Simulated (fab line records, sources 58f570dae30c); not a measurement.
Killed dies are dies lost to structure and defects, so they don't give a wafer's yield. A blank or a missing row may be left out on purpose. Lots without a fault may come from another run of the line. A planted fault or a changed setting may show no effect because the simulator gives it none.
Chamber matching | flow berkeley_cmos170 | UCB170_V2_CMP_02 on cmp-01: 4 sister chambers
The step polishes SiO2. 14 wafers are shown with their chamber, then 7 later ones without.

WAFERS WITH THEIR CHAMBER
wafer  | chamber | motor_current_A (A) | edge_zone_pressure_frac | head_pressure_psi (psi)
L846.3 | 2       | 15.1                | 0.995                   | 5.991
L846.4 | 3       | 13.7                | 1.008                   | 6.011
L846.6 | 0       | 14.4                | 0.996                   | 5.996
L844.1 | 0       | 14.9                | 0.998                   | 5.990
L844.4 | 1       | 17.7                | 1.007                   | 6.019
L844.6 | 2       | 15.6                | 0.993                   | 6.000
L848.4 | 3       | 14.3                | 1.010                   | 5.995
L848.5 | 1       | 17.3                | 0.999                   | 6.001
L848.6 | 2       | 15.7                | 0.998                   | 6.018
L851.2 | 2       | 15.3                | 0.999                   | 5.995
L851.5 | 1       | 17.1                | 1.007                   | 5.987
L851.6 | 2       | 15.6                | 0.997                   | 5.996
L853.1 | 1       | 17.9                | 0.996                   | 6.003
L853.2 | 2       | 15.6                | 0.999                   | 5.986

SIGNATURES (means of the wafers above)
reading                 | chamber 0 | chamber 1 | chamber 2 | chamber 3 | scatter within a chamber
motor_current_A         | 14.650    | 17.500    | 15.483    | 14.000    | 0.312
edge_zone_pressure_frac | 0.99700   | 1.00225   | 0.99683   | 1.00900   | 0.00357
head_pressure_psi       | 5.99300   | 6.00250   | 5.99767   | 6.00300   | 0.0113
Rule: a wafer's distance from a chamber is the root of the sum, over the readings, of the square of ((its reading less the chamber's mean) divided by the reading's scatter). The wafer belongs to the nearest chamber; if the next one is less than 2 further off, it can't be placed. The scatter: the root of (the sum of the squares of (reading less its chamber's mean) over the shown wafers, divided by (wafers less chambers)).

WAFERS WITHOUT THEIR CHAMBER
wafer  | motor_current_A (A) | edge_zone_pressure_frac | head_pressure_psi (psi)
L853.3 | 14.7                | 0.989                   | 6.013
L855.1 | 17.8                | 1.005                   | 6.012
L855.5 | 14.3                | 0.998                   | 5.998
L855.6 | 17.4                | 1.008                   | 5.990
L859.2 | 14.5                | 0.995                   | 5.999
L859.4 | 16.8                | 0.991                   | 6.000
L859.6 | 14.0                | 1.003                   | 5.991

WHICH CHAMBER EACH WENT THROUGH
wafer  | from the rows above     | in truth
L853.3 | can't be placed: 0 or 2 | 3
L855.1 | 1                       | 1
L855.5 | 0                       | 0
L855.6 | 1                       | 1
L859.2 | 0                       | 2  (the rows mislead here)
L859.4 | can't be placed: 1 or 2 | 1
L859.6 | can't be placed: 3 or 0 | 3
Placed correctly: 3 of 7. Can't be placed from these rows: 3 (the true chamber is among the candidates in 2). Placed wrongly: 1.
